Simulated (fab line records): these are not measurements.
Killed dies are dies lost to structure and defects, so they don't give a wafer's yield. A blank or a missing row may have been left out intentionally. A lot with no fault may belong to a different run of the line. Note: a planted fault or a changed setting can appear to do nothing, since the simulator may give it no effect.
What tool caused it? :: flow berkeleyCmos170 :: 42 wafers from 14 lots sampled at 2 of the route's 331 steps

## WHAT THE GAUGES READ, wafer by wafer
UCB170_PWELL_THK_MEAS_03. Usual: for PWELL_OXIDE_THK the level is 26.3 nm and the standard deviation is 0.55.
lot: L738
measured: day 2 10:01
on: filmMetro-03
PWELL_OXIDE_THK (nm): 26.5 26.1 26.9
flag: 

lot: L740
measured: day 3 06:23
on: filmMetro-02
PWELL_OXIDE_THK (nm): 26.5 26.4 26.3
flag: 

lot: L741
measured: day 3 14:22
on: filmMetro-02
PWELL_OXIDE_THK (nm): 26.8 27.0 26.5
flag: 

lot: L742
measured: day 3 14:23
on: filmMetro-03
PWELL_OXIDE_THK (nm): 26.6 26.7 26.0
flag: 

lot: L743
measured: day 3 21:17
on: filmMetro-03
PWELL_OXIDE_THK (nm): 26.9 26.7 26.8
flag: 

lot: L746
measured: day 4 07:55
on: filmMetro-02
PWELL_OXIDE_THK (nm): 25.5 25.4 25.6
flag: 

lot: L747
measured: day 4 16:07
on: filmMetro-03
PWELL_OXIDE_THK (nm): 26.2 25.6 25.9
flag: 

lot: L748
measured: day 5 08:12
on: filmMetro-02
PWELL_OXIDE_THK (nm): 26.7 26.3 26.4
flag: 

lot: L750
measured: day 5 18:08
on: filmMetro-02
PWELL_OXIDE_THK (nm): 26.0 26.3 26.0
flag: 

lot: L751
measured: day 5 18:10
on: filmMetro-03
PWELL_OXIDE_THK (nm): 26.7 26.6 26.3
flag: 

lot: L754
measured: day 6 14:18
on: filmMetro-04
PWELL_OXIDE_THK (nm): 26.4 26.3 25.9
flag: 

lot: L757
measured: day 6 20:08
on: filmMetro-02
PWELL_OXIDE_THK (nm): 26.6 26.8 26.7
flag: 

lot: L760
measured: day 7 09:37
on: filmMetro-03
PWELL_OXIDE_THK (nm): 25.6 25.4 25.4
flag: 

lot: L761
measured: day 7 14:22
on: filmMetro-04
PWELL_OXIDE_THK (nm): 25.8 25.6 25.8
flag: 

UCB170_PWELL_OVL_MEAS_13. Usual: for PWELL_OVL the level is -1 nm and the standard deviation is 6.
lot: L738
measured: day 2 17:23
on: overlay-01
PWELL_OVL (nm): -3 2 -4
flag: 

lot: L740
measured: day 3 14:55
on: overlay-02
PWELL_OVL (nm): -1 -2 -2
flag: 

lot: L741
measured: day 3 18:38
on: overlay-01
PWELL_OVL (nm): 7 -3 0
flag: 

lot: L742
measured: day 3 18:55
on: overlay-02
PWELL_OVL (nm): -12 -6 -4
flag: 

lot: L743
measured: day 4 05:37
on: overlay-02
PWELL_OVL (nm): -10 1 -11
flag: 

lot: L746
measured: day 4 17:36
on: overlay-01
PWELL_OVL (nm): 5 2 -2
flag: 

lot: L747
measured: day 5 01:02
on: overlay-01
PWELL_OVL (nm): -5 -4 -8
flag: 

lot: L748
measured: day 5 20:41
on: overlay-01
PWELL_OVL (nm): 6 5 14
flag: 

lot: L750
measured: day 6 01:04
on: overlay-01
PWELL_OVL (nm): 15 11 13
flag: 

lot: L751
measured: day 6 01:20
on: overlay-02
PWELL_OVL (nm): -6 -5 -2
flag: 

lot: L754
measured: day 6 19:44
on: overlay-01
PWELL_OVL (nm): 5 7 12
flag: 

lot: L757
measured: day 7 05:04
on: overlay-02
PWELL_OVL (nm): -5 -10 -4
flag: 

lot: L760
measured: day 7 17:19
on: overlay-02
PWELL_OVL (nm): -2 -2 -3
flag: 

lot: L761
measured: day 7 22:58
on: overlay-02
PWELL_OVL (nm): -2 -5 -4
flag: 

## WHAT TOOL EACH LOT RAN ON (gives the tool, then ch and the chambers of the sampled wafers, and finally the start)
Before these readings, the record contains no process step.

## WHAT THE TOOLS THEMSELVES READ (means of the sampled wafers that have a number; where no wafer has one, the mark that the record gives instead)
The record holds no such reading with a usual standard deviation.

## THE ANSWER, worked out from the rows above alone
Rule: take the mean of a lot's wafers that have a number; if it is more than 3 standard deviations from the usual mean, the lot is off. Also off: a lot with no number at a reading for which 4 or more lots have one. Where the step has rows for the other lots, those lots are counted as sound. First the gauges in route order, then the tools' own readings, where a lot's mean is used as printed above. The first step at which some lot is off is used, and at that step the reading that is off furthest; a lot without a number counts as furthest.
None of the lots is off at any reading shown; this tells nothing.

## WHAT WAS PUT IN BY THE SIMULATOR
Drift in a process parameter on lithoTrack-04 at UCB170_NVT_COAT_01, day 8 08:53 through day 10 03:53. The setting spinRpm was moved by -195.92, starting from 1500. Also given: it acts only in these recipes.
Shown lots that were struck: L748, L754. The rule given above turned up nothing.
